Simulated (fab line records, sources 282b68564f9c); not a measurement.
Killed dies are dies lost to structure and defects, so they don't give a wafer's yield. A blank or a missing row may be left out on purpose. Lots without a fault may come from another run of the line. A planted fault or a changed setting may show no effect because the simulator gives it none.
fab line records | flow rit_cmos
record lots=5 wafers=23
route steps=202 shown ACTIVE@7 FOX1@20 NWELL@29 PWELL@47 WELLDRIVE@50 GATE@84 REOX@98 PLDD@122 SPACER@128 PSD@143 SDANNEAL@155 M1@202
start_h: hours from the record's first day to the start of the lot's first wafer shown | wait_h: hours since the lot's step before | " the same as in the row above | L1.1+2: a row that stands for several wafers | - no value, or no start given | * or withheld: withheld | < > ~ a bound
route shown NAME@n: a module of which the file shows steps, and the number in the route of the first | usual: mean/standard deviation of fault-free wafers | same: alike in all rows | chamber/n: place in a boat | sites: the reading at each site | _std_site: their standard deviation | _edge_site: outer sites' mean less inner sites' | radius_mm: how far each site lies from the wafer's centre | mask NAME#n: copy n | behind: the tool/chamber that last shaped the wafer | hold: why the lot was held/for how many hours/how that ended | device: the transistor (n, p or np) that didn't switch | end of line: the same wafers' tests at the end of the route | a step without rows: its recipe alone | killed: dies lost to structure and defects at the first sort, not the wafer's yield | map: a wafer's dies, x killed, . not, _ none there
set.NAME: the setting as run; set.NAME@STEP: as run at that earlier step | model.NAME: the simulator's own value behind a step, which no gauge read
lots whose settings were changed on purpose; a table a step, a row a wafer
## steps
# step RIT_ACTIVE_COAT_06
# recipe resist=NOVOLAK spin_rpm=3250 resist_thk_nm=1000
# columns lot.wafer tool chamber start_h wait_h set.resist_thk_nm model.NOVOLAK_of_ACTIVE_COAT_06.thk_nm
L074.2 litho_track-03 0 14.83 0.1 941.8 938.1
L074.3 " 0 " " 1000 999.6
L074.4 " 0 " " 941.8 939.6
L074.5 " 0 " " 1000 997.8
L074.6 " 0 " " 1000 998.3
L076.2 litho_track-01 0 23.77 0.1 1000 997.2
L076.5 " 0 " " 1000 999.7
L076.6 " 0 " " 1000 996.9
L080.1 litho_track-02 0 43.78 0.1 1000 998.5
L080.3 " 0 " " 1000 994.3
L080.4 " 0 " " 1000 995.2
L080.5 " 0 " " 1000 994.1
L080.6 " 0 " " 1000 997.4
L081.1 litho_track-03 0 49.56 0.1 1000 999.6
L081.2 " 0 " " 1000 1003
L081.4 " 0 " " 1048 1046
L081.5 " 0 " " 1000 998.6
L081.6 " 0 " " 1048 1049
L084.2 litho_track-01 0 65.47 0.1 1000 998.5
L084.3 " 0 " " 1000 998.9
L084.4 " 0 " " 1000 998.1
L084.5 " 0 " " 965.5 962.9
L084.6 " 0 " " 965.5 962.8
# step RIT_FOX1_OXIDATION_00
# recipe temp_c=1100 ambient=H2O target_thk_a=3507 p_h2o_torr=720 ox_time_s=1130
# columns lot.wafer tool chamber start_h wait_h set.ox_time_s model.SiO2_of_FOX1_OXIDATION_00.thk_nm
L074.2 - - - 0.7 1056 334.1
L074.3 " - " " 1056 335.4
L074.4 " - " " 1056 340.9
L074.5 " - " " 1056 338.7
L074.6 " - " " 1056 341.4
L076.2 furnace-04 0 26.47 1.0 1130 336.5
L076.5 " 0 " " 1130 343.4
L076.6 " 0 " " 1130 338.7
L080.1 - - - 1.5 1130 355.1
L080.3 " - " " 1130 355.2
L080.4 " - " " 1130 354.7
L080.5 " - " " 1130 355.8
L080.6 " - " " 1130 351.7
L081.1 - - - 0.8 1240 358.7
L081.2 " - " " 1240 360.3
L081.4 " - " " 1240 365.5
L081.5 " - " " 1240 360.5
L081.6 " - " " 1240 353.6
L084.2+3 - - - 1.1 1014 331.2
L084.4 " - " " 1014 329.1
L084.5 " - " " 1014 338.8
L084.6 " - " " 1014 326.7
# step RIT_NWELL_COAT_01
# recipe resist=NOVOLAK spin_rpm=2000 resist_thk_nm=1300
# columns lot.wafer tool chamber start_h wait_h set.resist_thk_nm model.NOVOLAK_of_NWELL_COAT_01.thk_nm
L074.2 litho_track-03 0 22.04 0.1 1323 1316
L074.3 " 0 " " 1323 1318
L074.4 " 0 " " 1300 1294
L074.5 " 0 " " 1300 1297
L074.6 " 0 " " 1300 1292
L076.2 litho_track-02 0 30.62 0.1 1300 1298
L076.5 " 0 " " 1300 1299
L076.6 " 0 " " 1300 1294
L080.1+4 litho_track-04 0 51.07 0.1 1300 1302
L080.3 " 0 " " 1300 1299
L080.5 " 0 " " 1300 1301
L080.6 " 0 " " 1300 1297
L081.1+2 litho_track-03 0 56.34 0.1 1300 1299
L081.4+5 " 0 " " 1231 1227
L081.6 " 0 " " 1300 1298
L084.2 litho_track-02 0 73.03 0.1 1268 1264
L084.3+5 " 0 " " 1300 1296
L084.4 " 0 " " 1268 1266
L084.6 " 0 " " 1268 1262
# step RIT_NWELL_SOFTBAKE_02
# recipe resist=NOVOLAK temp_c=90 time_s=60
# step RIT_NWELL_EXPOSE_03
# recipe mask_id=M2 na=0.57 target_cd_nm=43900 dose_mj=250
# step RIT_NWELL_DEVELOP_05
# recipe resist=NOVOLAK develop_time_s=68 dev_temp_c=23.74
# step RIT_NWELL_HARDBAKE_07
# recipe resist=NOVOLAK temp_c=141.1 time_s=120
# columns lot.wafer tool chamber start_h wait_h set.resist_thk_nm@NWELL_COAT_01 model.NOVOLAK_of_NWELL_COAT_01.thk_nm
L074.2 litho_track-04 0 22.97 0.1 1323 1149
L074.3 " 0 " " 1323 1150
L074.4 " 0 " " 1300 1130
L074.5 " 0 " " 1300 1132
L074.6 " 0 " " 1300 1128
L076.2+5 litho_track-02 0 31.41 0.1 1300 1134
L076.6 " 0 " " 1300 1130
L080.1+4 litho_track-04 0 51.96 0.0 1300 1137
L080.3 " 0 " " 1300 1134
L080.5 " 0 " " 1300 1136
L080.6 " 0 " " 1300 1133
L081.1+2 litho_track-03 0 57.65 0.3 1300 1134
L081.4+5 " 0 " " 1231 1073
L081.6 " 0 " " 1300 1133
L084.2 litho_track-02 0 73.93 0.1 1268 1105
L084.3+5 " 0 " " 1300 1132
L084.4 " 0 " " 1268 1106
L084.6 " 0 " " 1268 1103
# step RIT_NWELL_IMPLANT_08
# recipe species=P energy_kev=170 dose_cm2=5e+13 tilt_deg=7
# columns lot.wafer tool chamber start_h wait_h set.energy_kev model.implant.rp_nm model.implant.drp_nm
L074.2+5 implanter-01 0 23.20 0.2 163.2 212 66.79
L074.3+4+6 " 0 " " 170 221.1 68.82
L076.2+5+6 implanter-03 0 31.64 0.2 170 216.1 68.82
L080.1+3+4+5+6 implanter-01 0 52.21 0.2 170 213.5 68.82
L081.1+4 implanter-01 0 57.90 0.2 163.4 200 66.85
L081.2+5+6 " 0 " " 170 208.3 68.82
L084.2+6 implanter-04 0 74.17 0.2 170 209.9 68.82
L084.3+4+5 " 0 " " 177 218.7 70.94
# step RIT_PWELL_IMPLANT_08
# recipe species=B energy_kev=170 dose_cm2=7e+13 tilt_deg=7
# columns lot.wafer tool chamber start_h wait_h set.dose_cm2
L074.2+3+4+5+6 implanter-04 0 24.88 0.2 7e+13
L076.2+5+6 implanter-02 0 33.19 0.2 7e+13
L080.1+4+5 implanter-01 0 53.76 0.2 6.681e+13
L080.3+6 " 0 " " 7e+13
L081.1+6 implanter-02 0 59.58 0.2 7e+13
L081.2+4+5 " 0 " " 6.581e+13
L084.2+3+4+5+6 implanter-04 0 75.86 0.2 7e+13
# step RIT_PWELL_STRIP_09
# recipe chemistry=O2 time_s=180 resist=NOVOLAK platen_temp_c=withheld power_w=500 pressure_mtorr=4000 o2_flow_sccm=4000
# step RIT_PWELL_TW_MEAS_10
# usual PWELL_TW=948/5.5
# columns lot.wafer tool chamber start_h wait_h set.dose_cm2@PWELL_IMPLANT_08 PWELL_TW
L074.2 film_metro-01 - 25.19 0.1 7e+13 948
L074.3 " - " " 7e+13 946
L074.4 " - " " 7e+13 947
L074.5 " - " " 7e+13 950
L074.6 " - " " 7e+13 950
L076.2 film_metro-04 - 33.50 0.1 7e+13 943
L076.5 " - " " 7e+13 941
L076.6 " - " " 7e+13 943
L080.1 film_metro-04 - 54.09 0.1 6.681e+13 934
L080.3 " - " " 7e+13 949
L080.4 " - " " 6.681e+13 930
L080.5 " - " " 6.681e+13 933
L080.6 " - " " 7e+13 952
L081.1 film_metro-01 - 59.91 0.1 7e+13 945
L081.2 " - " " 6.581e+13 935
L081.4 " - " " 6.581e+13 928
L081.5 " - " " 6.581e+13 932
L081.6 " - " " 7e+13 949
L084.2 film_metro-04 - 76.17 0.1 7e+13 945
L084.3 " - " " 7e+13 939
L084.4 " - " " 7e+13 944
L084.5 " - " " 7e+13 937
L084.6 " - " " 7e+13 942
# step RIT_WELLDRIVE_ANNEAL_00
# recipe temp_c=1100 time_s=14700 ambient=N2
# step RIT_WELLDRIVE_RS_MEAS_02
# recipe thk_meas_gauge=four-point-probe
# usual PWELL_RS=429.7/1.2
# columns lot.wafer tool chamber start_h wait_h set.dose_cm2@PWELL_IMPLANT_08 PWELL_RS[ohm/sq]
L074.2 film_metro-01 - 30.46 0.1 7e+13 429.2
L074.3 " - " " 7e+13 428.5
L074.4 " - " " 7e+13 430.0
L074.5 " - " " 7e+13 430.6
L074.6 " - " " 7e+13 428.2
L076.2 film_metro-01 - 40.32 0.1 7e+13 430.2
L076.5 " - " " 7e+13 431.3
L076.6 " - " " 7e+13 430.4
L080.1 film_metro-04 - 59.45 0.1 6.681e+13 441.6
L080.3 " - " " 7e+13 429.4
L080.4 " - " " 6.681e+13 442.7
L080.5 " - " " 6.681e+13 442.5
L080.6 " - " " 7e+13 429.8
L081.1 film_metro-01 - 65.61 0.1 7e+13 428.2
L081.2 " - " " 6.581e+13 444.1
L081.4 " - " " 6.581e+13 445.0
L081.5 " - " " 6.581e+13 445.2
L081.6 " - " " 7e+13 428.7
L084.2 film_metro-03 - 81.52 0.1 7e+13 432.0
L084.3 " - " " 7e+13 431.2
L084.4 " - " " 7e+13 431.3
L084.5 " - " " 7e+13 432.4
L084.6 " - " " 7e+13 432.9
# step RIT_GATE_CVD_08
# recipe material=poly-Si target_thk_nm=250 temp_c=610 precursor=SiH4 time_s=2220 pressure_mtorr=300 sih4_flow_sccm=100
# columns lot.wafer tool chamber start_h wait_h set.pressure_mtorr
L074.2+3+4+5+6 - - - 0.3 331.2
L076.2+5+6 lpcvd-01 1 46.44 0.0 300
L080.1+3+4+5+6 - - - 0.1 343.5
L081.1+2+4+5+6 - - - 0.1 339.5
L084.2+3+4+5+6 - - - 0.0 255.6
# step RIT_GATE_EXPOSE_13
# recipe mask_id=M6 na=0.6 source_shape=conventional sigma_outer=0.6 target_cd_nm=150 dose_mj=380
# columns lot.wafer tool chamber start_h wait_h mask set.dose_mj
L074.2+3+4+5+6 iline_stepper-01 0 39.88 0.5 M6#0 380
L076.2+5+6 iline_stepper-02 0 49.52 0.2 M6#0 380
L080.1+3+4+5+6 iline_stepper-01 0 70.49 0.1 M6#0 380
L081.1+4+6 iline_stepper-02 0 74.21 0.2 M6#0 398.4
L081.2+5 " 0 " " M6#0 380
L084.2+4+5 iline_stepper-01 0 90.36 0.1 M6#0 371
L084.3+6 " 0 " " M6#0 380
# step RIT_GATE_ETCH_19
# recipe chemistry=SF6/CHF3/O2 time_s=165 SF6_flow_sccm=30 CHF3_flow_sccm=30 O2_flow_sccm=5 target=poly-Si pressure_mtorr=40 rf_w=160 target_depth_a=3125 over_etch_frac=0.25 stop_on=SiO2
# columns lot.wafer tool chamber start_h wait_h set.time_s
L074.2+3+5 rie_si-02 0,3,1 40.57 0.1 165
L074.4+6 " 2 " " 188.5
L076.2+5+6 rie_si-02 1,2,3 50.33 0.1 165
L080.1+4 rie_si-02 1,2 71.46 0.1 165
L080.3+5+6 " 0,3,2 " " 183
L081.1+2+4 rie_si-02 2,0,3 74.92 0.1 148.2
L081.5+6 " 2,1 " " 165
L084.2+4+6 rie_si-02 1,3,2 91.04 0.1 165
L084.3+5 " 0,3 " " 155.5
# step RIT_GATE_STRIP_20
# recipe chemistry=O2 time_s=180 resist=NOVOLAK platen_temp_c=withheld power_w=500 pressure_mtorr=4000 o2_flow_sccm=4000
# step RIT_REOX_CLEAN_00
# recipe chemistry=SC1 mix=3:3:50 time_s=600 temp_c=75
# columns lot.wafer tool chamber start_h wait_h set.pressure_mtorr@GATE_CVD_08 model.poly-Si_of_GATE_CVD_08.thk_nm
L074.2+3+4 wet_bench-04 0 40.97 0.1 331.2 256.7
L074.5 " 0 " " 331.2 258.7
L074.6 " 0 " " 331.2 255.6
L076.2 wet_bench-03 3 50.73 0.1 300 247.4
L076.5 " 3 " " 300 247.5
L076.6 " 3 " " 300 246.1
L080.1 wet_bench-02 0 71.86 0.1 343.5 260.5
L080.3 " 0 " " 343.5 261.1
L080.4 " 0 " " 343.5 261.7
L080.5 " 0 " " 343.5 261.8
L080.6 " 0 " " 343.5 261
L081.1 wet_bench-04 0 75.32 0.1 339.5 261
L081.2 " 0 " " 339.5 258.7
L081.4 " 0 " " 339.5 258.6
L081.5 " 0 " " 339.5 259.8
L081.6 " 0 " " 339.5 261.2
L084.2 wet_bench-03 2 91.45 0.1 255.6 225.3
L084.3 " 2 " " 255.6 224.8
L084.4 " 2 " " 255.6 227
L084.5 " 2 " " 255.6 224
L084.6 " 2 " " 255.6 225.6
# step RIT_PLDD_IMPLANT_08
# recipe species=BF2 energy_kev=20 dose_cm2=9e+14 tilt_deg=7
# columns lot.wafer tool chamber start_h wait_h set.dose_cm2
L074.2+4+5 implanter-04 0 46.87 0.1 9e+14
L074.3+6 " 0 " " 9.375e+14
L076.2+5+6 implanter-04 0 57.47 0.1 9e+14
L080.1+3+4 implanter-04 0 77.81 0.1 9e+14
L080.5+6 " 0 " " 8.642e+14
L081.1+2+4+5+6 implanter-04 0 81.55 0.1 9e+14
L084.2+6 implanter-04 0 96.91 0.1 9.313e+14
L084.3+4+5 " 0 " " 9e+14
# step RIT_SPACER_CVD_03
# recipe material=Si3N4 target_thk_nm=250 temp_c=810 precursor=SiH2Cl2/NH3 time_s=3300 pressure_mtorr=300 sih2cl2_flow_sccm=60 nh3_flow_sccm=150
# columns lot.wafer tool chamber start_h wait_h set.sih2cl2_flow_sccm model.Si3N4_of_SPACER_CVD_03.thk_nm
L074.2 - - - 1.2 52.92 240
L074.3 " - " " 52.92 241
L074.4 " - " " 52.92 244.4
L074.5 " - " " 52.92 242.2
L074.6 " - " " 52.92 241.9
L076.2 lpcvd-01 1 58.22 0.0 60 247.6
L076.5 " 1 " " 60 249.2
L076.6 " 1 " " 60 246.5
L080.1 - - - 0.0 69 260.7
L080.3+4 " - " " 69 261.8
L080.5 " - " " 69 259.5
L080.6 " - " " 69 259.8
L081.1 - - - 0.6 65.78 254.5
L081.2 " - " " 65.78 253.9
L081.4 " - " " 65.78 256.2
L081.5 " - " " 65.78 254.8
L081.6 " - " " 65.78 253.6
L084.2 - - - 0.3 52.95 239.2
L084.3 " - " " 52.95 241.3
L084.4+5 " - " " 52.95 239.9
L084.6 " - " " 52.95 241.6
# step RIT_SPACER_THK_MEAS_04
# recipe reads=Si3N4_of_SPACER_CVD_03
# usual SPACER_NITRIDE_THK=250.0/1.5
# columns lot.wafer tool chamber start_h wait_h set.sih2cl2_flow_sccm@SPACER_CVD_03 SPACER_NITRIDE_THK[nm]
L074.2 film_metro-03 - - - 52.92 239.9
L074.3 " - " " 52.92 241.2
L074.4 " - " " 52.92 244.2
L074.5 " - " " 52.92 242.1
L074.6 " - " " 52.92 242.0
L076.2 film_metro-02 - 62.54 0.0 60 247.4
L076.5 " - " " 60 249.3
L076.6 " - " " 60 246.5
L080.1 film_metro-02 - - - 69 260.9
L080.3 " - " " 69 261.5
L080.4 " - " " 69 261.7
L080.5 " - " " 69 259.6
L080.6 " - " " 69 259.7
L081.1 film_metro-01 - - - 65.78 254.5
L081.2 " - " " 65.78 253.8
L081.4 " - " " 65.78 256.2
L081.5 " - " " 65.78 254.9
L081.6 " - " " 65.78 253.7
L084.2 film_metro-02 - - - 52.95 239.1
L084.3 " - " " 52.95 241.3
L084.4 " - " " 52.95 240.0
L084.5 " - " " 52.95 239.8
L084.6 " - " " 52.95 241.5
# step RIT_SPACER_ETCHBACK_05
# recipe target_depth_a=2500 SF6_flow_sccm=30 CHF3_flow_sccm=30 target=Si3N4 chemistry=SF6/CHF3 pressure_mtorr=40 rf_w=250 time_s=240 stop_on=SiO2
# columns lot.wafer tool chamber start_h wait_h set.pressure_mtorr@GATE_CVD_08 set.sih2cl2_flow_sccm@SPACER_CVD_03 model.poly-Si_of_GATE_CVD_08.thk_nm model.etch.depth_nm model.Si3N4_of_SPACER_CVD_03.thk_nm
L074.2 rie_diel-04 0 51.80 0.0 331.2 52.92 177.6 240 187.4
L074.3 " 2 " " 331.2 52.92 179.3 241 189.6
L074.4 " 0 " " 331.2 52.92 177.9 244.4 191.1
L074.5 " 2 " " 331.2 52.92 181.9 242.2 191
L074.6 " 3 " " 331.2 52.92 177.4 241.9 189.6
L076.2 rie_diel-02 3 62.59 0.0 300 60 167.2 247.6 192.5
L076.5 " 1 " " 300 60 169.9 249.2 195.8
L076.6 " 0 " " 300 60 165.5 246.5 191.2
L080.1 rie_diel-04 0 82.95 0.1 343.5 69 181.5 260.7 203.6
L080.3 " 1 " " 343.5 69 184.9 261.8 207
L080.4 " 3 " " 343.5 69 183.6 261.8 205.3
L080.5 " 0 " " 343.5 69 182.3 259.5 202.3
L080.6 " 3 " " 343.5 69 182.3 259.8 203.3
L081.1 rie_diel-02 2 87.27 0.1 339.5 65.78 181.6 254.5 198.5
L081.2 " 1 " " 339.5 65.78 181.5 253.9 199.9
L081.4 " 0 " " 339.5 65.78 179 256.2 199.6
L081.5 " 2 " " 339.5 65.78 180.9 254.8 199.1
L081.6 " 1 " " 339.5 65.78 184.1 253.6 199.7
L084.2 rie_diel-02 2 100.88 0.0 255.6 52.95 145.6 239.2 186.3
L084.3 " 3 " " 255.6 52.95 144.3 241.3 187.4
L084.4 " 1 " " 255.6 52.95 149.1 239.9 188.3
L084.5 " 0 " " 255.6 52.95 143.8 239.9 186.5
L084.6 " 3 " " 255.6 52.95 146 241.6 188.2
# step RIT_PSD_COAT_01
# recipe resist=NOVOLAK spin_rpm=3250 resist_thk_nm=1000
# columns lot.wafer tool chamber start_h wait_h set.resist_thk_nm model.NOVOLAK_of_PSD_COAT_01.thk_nm
L074.2 litho_track-04 0 53.91 0.1 978.5 980.7
L074.3+4 " 0 " " 1000 1002
L074.5 " 0 " " 978.5 980.8
L074.6 " 0 " " 1000 1003
L076.2 litho_track-02 0 64.34 0.1 1000 999.1
L076.5 " 0 " " 1000 999.5
L076.6 " 0 " " 1000 999.9
L080.1 litho_track-02 0 84.80 0.1 1000 991.1
L080.3 " 0 " " 1000 994.1
L080.4 " 0 " " 1000 993.3
L080.5 " 0 " " 1000 994.4
L080.6 " 0 " " 1000 992
L081.1 litho_track-02 0 89.11 0.1 1000 1000
L081.2 " 0 " " 1000 997.4
L081.4 " 0 " " 1000 1002
L081.5 " 0 " " 1000 997.9
L081.6 " 0 " " 1000 998.6
L084.2 litho_track-04 0 102.75 0.1 1000 999.9
L084.3 " 0 " " 1000 998.2
L084.4 " 0 " " 1000 998.4
L084.5 " 0 " " 1032 1034
L084.6 " 0 " " 1032 1031
# step RIT_PSD_SOFTBAKE_02
# recipe resist=NOVOLAK temp_c=90 time_s=60
# step RIT_PSD_EXPOSE_03
# recipe mask_id=M10 na=0.57 target_cd_nm=40900 dose_mj=250
# step RIT_PSD_DEVELOP_05
# recipe resist=NOVOLAK develop_time_s=50 dev_temp_c=23
# step RIT_PSD_HARDBAKE_07
# recipe resist=NOVOLAK temp_c=140 time_s=60
# columns lot.wafer tool chamber start_h wait_h set.resist_thk_nm@PSD_COAT_01 model.NOVOLAK_of_PSD_COAT_01.thk_nm
L074.2 litho_track-02 0 54.77 0.0 978.5 866.8
L074.3 " 0 " " 1000 885.1
L074.4 " 0 " " 1000 885.2
L074.5 " 0 " " 978.5 867
L074.6 " 0 " " 1000 886
L076.2 litho_track-04 0 65.20 0.0 1000 882.9
L076.5 " 0 " " 1000 883.4
L076.6 " 0 " " 1000 883.6
L080.1 litho_track-02 0 85.66 0.0 1000 875.9
L080.3 " 0 " " 1000 878.7
L080.4 " 0 " " 1000 877.9
L080.5 " 0 " " 1000 878.9
L080.6 " 0 " " 1000 876.7
L081.1 litho_track-04 0 89.85 0.0 1000 883.8
L081.2 " 0 " " 1000 881.5
L081.4 " 0 " " 1000 885.4
L081.5 " 0 " " 1000 882
L081.6 " 0 " " 1000 882.6
L084.2 litho_track-03 0 103.49 0.0 1000 883.7
L084.3 " 0 " " 1000 882.1
L084.4 " 0 " " 1000 882.4
L084.5 " 0 " " 1032 913.9
L084.6 " 0 " " 1032 910.7
# step RIT_SDANNEAL_CLEAN_02
# recipe chemistry=SC2 mix=3:3:50 time_s=600 temp_c=75 dry=n2_spin
# columns lot.wafer tool chamber start_h wait_h set.time_s
L074.2+3+4+5+6 - - - 0.0 600
L076.2+5+6 wet_bench-02 1 65.93 0.0 600
L080.1+3+4+5+6 - - - 0.0 665.8
L081.1+2+4+5+6 - - - 0.0 534.2
L084.2+3+4+5+6 - - - 0.0 534
# step RIT_SDANNEAL_RTA_03
# recipe temp_c=1050 time_s=5 idle_temp_c=600 ramp_up_c_per_s=342 ramp_down_c_per_s=171 cool_to_c=600 ambient=N2
# step RIT_SDANNEAL_RS_MEAS_06
# recipe thk_meas_gauge=four-point-probe
# usual PLDD_RS=178.7/0.55
# columns lot.wafer tool chamber start_h wait_h set.dose_cm2@PLDD_IMPLANT_08 PLDD_RS[ohm/sq]
L074.2 film_metro-02 - 56.00 0.1 9e+14 178.4
L074.3 " - " " 9.375e+14 175.1
L074.4 " - " " 9e+14 179.0
L074.5 " - " " 9e+14 178.3
L074.6 " - " " 9.375e+14 175.1
L076.2 film_metro-04 - 66.48 0.1 9e+14 177.8
L076.5 " - " " 9e+14 178.0
L076.6 " - " " 9e+14 177.6
L080.1 film_metro-02 - 86.86 0.1 9e+14 178.1
L080.3 " - " " 9e+14 178.1
L080.4 " - " " 9e+14 178.4
L080.5 " - " " 8.642e+14 182.4
L080.6 " - " " 8.642e+14 182.4
L081.1 film_metro-04 - 91.14 0.1 9e+14 177.8
L081.2 " - " " 9e+14 178.3
L081.4 " - " " 9e+14 178.3
L081.5 " - " " 9e+14 178.2
L081.6 " - " " 9e+14 177.9
L084.2 film_metro-02 - 104.72 0.1 9.313e+14 176.6
L084.3 " - " " 9e+14 178.9
L084.4 " - " " 9e+14 178.8
L084.5 " - " " 9e+14 178.7
L084.6 " - " " 9.313e+14 176.3
# step RIT_M1_PROBE_99
# columns lot.wafer tool chamber start_h wait_h set.dose_mj@GATE_EXPOSE_13 model.etest.nmos_0p15.drive_ua_um model.etest.nmos_turned.drive_ua_um model.etest.npoly_line.line_ohm_um model.etest.pmos_0p15.r_on_ohm_um model.etest.pmos_turned.drive_ua_um model.etest.pmos_turned.r_on_ohm_um model.etest.ppoly_line.line_ohm_um
L074.2 prober-02 - 64.97 0.1 380 481.1 314.6 169.5 2809 179.7 3572 163.6
L074.3 prober-02 - 65.02 0.2 380 478.1 312.3 169.2 2709 179.9 3518 162.6
L074.4 prober-02 - 65.07 0.2 380 480.1 314.1 176.3 2813 176 3610 167.7
L074.5 prober-02 - 65.12 0.2 380 482.1 306.5 176 2718 174.7 3562 167.2
L074.6 prober-02 - 65.17 0.2 380 463.1 306.5 170.9 2822 176.1 3607 166.9
L076.2 prober-02 - 73.65 0.1 380 444.7 298 169.8 2826 184.5 3538 163.2
L076.5 prober-02 - 73.80 0.2 380 446 304.9 168.6 2762 186.1 3445 164.1
L076.6 prober-02 - 73.85 0.2 380 439 290.8 175.1 2870 180.9 3608 167.2
L080.1 prober-02 - 93.96 0.1 380 466.6 292.4 182.8 2771 178.1 3575 173.4
L080.3 prober-02 - 94.06 0.2 380 487.3 301.5 188.1 2565 191 3347 179.2
L080.4 prober-02 - 94.11 0.2 380 470 294.7 174.4 2710 178.9 3543 161.5
L080.5 prober-02 - 94.16 0.2 380 467 287.5 183.4 2795 171 3646 174.5
L080.6 prober-02 - 94.21 0.2 380 465.3 293.8 171.5 2733 182.2 3488 164.3
L081.1 prober-01 - 98.70 0.1 398.4 551.4 320.3 212.5 2435 186.9 3316 203.9
L081.2 prober-01 - 98.75 0.1 380 449.8 286.7 164.7 2992 156 3887 157.4
L081.4 prober-01 - 98.85 0.2 398.4 568.2 337.6 216.3 2440 185.8 3332 211.6
L081.5 prober-01 - 98.90 0.2 380 458.7 292.3 163.4 2980 160.1 3857 156.7
L081.6 prober-01 - 98.95 0.2 398.4 559.5 326.2 224.9 2362 190.8 3225 212.6
L084.2 prober-02 - 111.88 0.1 371 437.6 350.7 148.6 3009 193.6 3499 147.9
L084.3 prober-02 - 111.93 0.2 380 488.9 376.1 171.6 2705 214.3 3261 169.4
L084.4 prober-02 - 111.98 0.2 371 431.1 343.7 149.8 3017 194.2 3537 145
L084.5 prober-02 - 112.03 0.2 371 428.3 346.8 148 3078 190.8 3571 144.8
L084.6 prober-02 - 112.08 0.2 380 488.7 375.9 168.1 2655 218.1 3183 169
# killed by level:class
L076.2 GATE:geometric_particle:open=3 GATE:geometric_particle:short=3 REOX:geometric_particle:short=2 SPACER:geometric_particle:short=1 SILICIDE:geometric_particle:open=1
L076.5 GATE:geometric_particle:short=2 GATE:geometric_particle:open=1 REOX:geometric_particle:short=1 SPACER:geometric_particle:short=1 SPACER:geometric_particle:open=1 SILICIDE:geometric_particle:open=1 SILICIDE:geometric_particle:short=1
L076.6 GATE:geometric_particle:short=1 REOX:geometric_particle:open=1
## key
split step=RIT_ACTIVE_COAT_06 setting=resist_thk_nm stated=1000 by=wafer
response step=RIT_ACTIVE_COAT_06 reading=model.NOVOLAK_of_ACTIVE_COAT_06.thk_nm change=+10.2 per=1% r=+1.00
split step=RIT_FOX1_OXIDATION_00 setting=ox_time_s stated=1130 by=lot
response step=RIT_FOX1_OXIDATION_00 reading=model.SiO2_of_FOX1_OXIDATION_00.thk_nm change=+1.42 per=1% r=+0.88
split step=RIT_NWELL_COAT_01 setting=resist_thk_nm stated=1300 by=wafer
response step=RIT_NWELL_COAT_01 reading=model.NOVOLAK_of_NWELL_COAT_01.thk_nm change=+13.3 per=1% r=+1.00
response step=RIT_NWELL_HARDBAKE_07 reading=model.NOVOLAK_of_NWELL_COAT_01.thk_nm change=+11.4 per=1% r=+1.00
split step=RIT_NWELL_IMPLANT_08 setting=energy_kev stated=170 by=wafer
response step=RIT_NWELL_IMPLANT_08 reading=model.implant.rp_nm change=+2.19 per=1% r=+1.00
response step=RIT_NWELL_IMPLANT_08 reading=model.implant.drp_nm change=+0.511 per=1% r=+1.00
split step=RIT_PWELL_IMPLANT_08 setting=dose_cm2 stated=7e+13 by=wafer
response step=RIT_PWELL_TW_MEAS_10 reading=PWELL_TW change=+3.1 per=1% r=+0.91
response step=RIT_WELLDRIVE_RS_MEAS_02 reading=PWELL_RS change=-2.75 per=1% r=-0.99
split step=RIT_GATE_CVD_08 setting=pressure_mtorr stated=300 by=lot
response step=RIT_REOX_CLEAN_00 reading=model.poly-Si_of_GATE_CVD_08.thk_nm change=+1.22 per=1% r=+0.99
response step=RIT_SPACER_ETCHBACK_05 reading=model.poly-Si_of_GATE_CVD_08.thk_nm change=+1.26 per=1% r=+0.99
split step=RIT_GATE_EXPOSE_13 setting=dose_mj stated=380 by=wafer
response step=RIT_M1_PROBE_99 reading=model.etest.pmos_turned.r_on_ohm_um change=-122 per=1% r=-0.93
response step=RIT_M1_PROBE_99 reading=model.etest.pmos_0p15.r_on_ohm_um change=-124 per=1% r=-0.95
response step=RIT_M1_PROBE_99 reading=model.etest.nmos_0p15.drive_ua_um change=+22.2 per=1% r=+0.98
response step=RIT_M1_PROBE_99 reading=model.etest.npoly_line.line_ohm_um change=+10.7 per=1% r=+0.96
response step=RIT_M1_PROBE_99 reading=model.etest.ppoly_line.line_ohm_um change=+10.6 per=1% r=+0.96
response step=RIT_M1_PROBE_99 reading=model.etest.nmos_turned.drive_ua_um change=+8.78 per=1% r=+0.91
response step=RIT_M1_PROBE_99 reading=model.etest.pmos_turned.drive_ua_um change=+6.87 per=1% r=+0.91
split step=RIT_GATE_ETCH_19 setting=time_s stated=165 by=wafer
response none clear
split step=RIT_PLDD_IMPLANT_08 setting=dose_cm2 stated=9e+14 by=wafer
response step=RIT_SDANNEAL_RS_MEAS_06 reading=PLDD_RS change=-0.871 per=1% r=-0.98
split step=RIT_SPACER_CVD_03 setting=sih2cl2_flow_sccm stated=60 by=lot
response step=RIT_SPACER_CVD_03 reading=model.Si3N4_of_SPACER_CVD_03.thk_nm change=+0.697 per=1% r=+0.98
response step=RIT_SPACER_THK_MEAS_04 reading=SPACER_NITRIDE_THK change=+0.698 per=1% r=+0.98
response step=RIT_SPACER_ETCHBACK_05 reading=model.etch.depth_nm change=+0.697 per=1% r=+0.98
response step=RIT_SPACER_ETCHBACK_05 reading=model.Si3N4_of_SPACER_CVD_03.thk_nm change=+0.561 per=1% r=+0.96
split step=RIT_PSD_COAT_01 setting=resist_thk_nm stated=1000 by=wafer
response step=RIT_PSD_COAT_01 reading=model.NOVOLAK_of_PSD_COAT_01.thk_nm change=+10.3 per=1% r=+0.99
response step=RIT_PSD_HARDBAKE_07 reading=model.NOVOLAK_of_PSD_COAT_01.thk_nm change=+9.05 per=1% r=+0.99
split step=RIT_SDANNEAL_CLEAN_02 setting=time_s stated=600 by=lot
response none clear
